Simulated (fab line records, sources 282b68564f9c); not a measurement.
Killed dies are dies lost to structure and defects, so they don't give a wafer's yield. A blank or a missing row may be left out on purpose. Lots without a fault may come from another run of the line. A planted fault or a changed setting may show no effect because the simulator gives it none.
Which tool did it? | flow rit_cmos | 14 lots, 42 wafers sampled, at 2 steps of a route of 202

WHAT THE GAUGES READ, wafer by wafer
RIT_GATE_CD_MEAS_16: target cd 150 nm. Usual: cd_nm 149.7 nm, standard deviation 2.2.
lot  | measured    | on        | cd_nm (nm)                          | flag
L280 | day 3 00:29 | cd_sem-01 | 154.1 151.1 152.3                   |
L281 | day 3 04:47 | cd_sem-01 | 153.2 153.8 152.2                   |
L282 | day 3 08:50 | cd_sem-01 | 148.1 150.0 149.2                   |
L283 | day 3 13:05 | cd_sem-02 | 145.2 143.5 144.9                   |
L284 | day 3 17:54 | cd_sem-01 | 151.2 151.9 150.8                   |
L285 | day 3 23:32 | cd_sem-02 | 148.2 146.1 145.9                   |
L286 | day 4 05:24 | cd_sem-02 | 147.0 146.2 146.7                   |
L287 | day 4 10:09 | cd_sem-01 | 145.6 149.1 145.0                   |
L288 | day 4 13:57 | cd_sem-01 | 148.8 146.5 148.0                   |
L289 | day 4 21:17 | cd_sem-01 | 150.5 151.1 150.8                   |
L292 | day 5 13:06 | cd_sem-02 | 135.0 135.1 136.0 135.3 134.9 136.2 | OFF
L293 | day 5 15:54 | cd_sem-02 | 138.4 139.1 136.3 138.3 138.9 136.0 | OFF
L295 | day 6 02:39 | cd_sem-02 | 151.1 149.9 148.7                   |
L301 | day 7 08:13 | cd_sem-01 | 151.2 150.1 153.6                   |

WHICH TOOL RAN EACH LOT (tool, then ch and the chambers of the sampled wafers, then the start)
lot  | RIT_GATE_DEVELOP_15
L280 | litho_track-04 ch 0, day 3 00:00
L281 | litho_track-01 ch 0, day 3 04:00
L282 | litho_track-02 ch 0, day 3 08:00
L283 | litho_track-04 ch 0, day 3 12:00
L284 | litho_track-02 ch 0, day 3 17:00
L285 | litho_track-01 ch 0, day 3 23:00
L286 | litho_track-02 ch 0, day 4 05:00
L287 | litho_track-01 ch 0, day 4 10:00
L288 | litho_track-04 ch 0, day 4 13:00
L289 | litho_track-01 ch 0, day 4 21:00
L292 | litho_track-01 ch 0, day 5 12:00
L293 | litho_track-01 ch 0, day 5 15:00
L295 | litho_track-04 ch 0, day 6 02:00
L301 | litho_track-02 ch 0, day 7 08:00
- RIT_GATE_DEVELOP_15: develop time 50.85 s.

WHAT THE TOOLS THEMSELVES READ (means of the sampled wafers that have a number; where no wafer has one, the mark that the record gives instead)
RIT_GATE_DEVELOP_15. Usual: chill_plate_temp_C 23.01 C, standard deviation 0.11; developer_temp_C 23.00 C, standard deviation 0.11; exhaust_pa 45.3 Pa, standard deviation 0.84.
lot  | tool           | chill_plate_temp_C (C) | developer_temp_C (C) | exhaust_pa (Pa) | flag
L280 | litho_track-04 | 23.14                  | 22.85                | 45.2            |
L281 | litho_track-01 | 22.93                  | 23.08                | 46.2            |
L282 | litho_track-02 | 23.07                  | 22.83                | 44.7            |
L283 | litho_track-04 | 23.00                  | 23.02                | 45.4            |
L284 | litho_track-02 | 22.99                  | 23.10                | 44.6            |
L285 | litho_track-01 | 22.87                  | 23.02                | 45.7            |
L286 | litho_track-02 | 22.99                  | 23.10                | 45.3            |
L287 | litho_track-01 | 22.95                  | 22.96                | 45.1            |
L288 | litho_track-04 | 23.03                  | 23.15                | 44.2            |
L289 | litho_track-01 | 23.07                  | 22.95                | 45.3            |
L292 | litho_track-01 | 23.04                  | 20.68                | 46.0            | OFF
L293 | litho_track-01 | 23.03                  | 20.76                | 44.6            | OFF
L295 | litho_track-04 | 22.98                  | 22.96                | 44.7            |
L301 | litho_track-02 | 23.10                  | 23.05                | 45.0            |

THE ANSWER, worked out from the rows above alone
Rule: a lot is off if the mean of its wafers that have a number lies more than 3 standard deviations from the usual mean. A lot without any number at a reading at which 4 lots or more have one is off too. The other lots that the step has rows for count as sound. The gauges are gone through in route order, then the tools' own readings, and for those a lot's mean is taken as printed above. The first step at which some lot is off is used, and at that step the reading that is off furthest; a lot without a number counts as furthest.
Off: L292, L293, at RIT_GATE_CD_MEAS_16 (cd_nm).
A tool fits if, at a process step before that reading, it ran every lot that is off, and no sound lot after the first of them. The gauges at RIT_GATE_CD_MEAS_16 aren't tried: what is off there is off at RIT_GATE_DEVELOP_15 too, on other tools, and a gauge's error can't cause that. One fits: litho_track-01 at RIT_GATE_DEVELOP_15. Its last sound lot is L289 (day 4 21:00), its first lot that is off L292 (day 5 12:00): a fault that began between those two fits.
The tool's own readings at RIT_GATE_DEVELOP_15 bear it out: on the lots that are off they differ by more than 5 times the standard deviation of the sound lots' means. developer_temp_C reads 20.72 C there against 23.01 C on the sound lots.

WHAT THE SIMULATOR HAD PUT IN
Process parameter drift: litho_track-01, from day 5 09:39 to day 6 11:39, at RIT_GATE_DEVELOP_15. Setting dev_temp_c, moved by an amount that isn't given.
Lots struck among those shown: L292, L293. The rule above found the same.
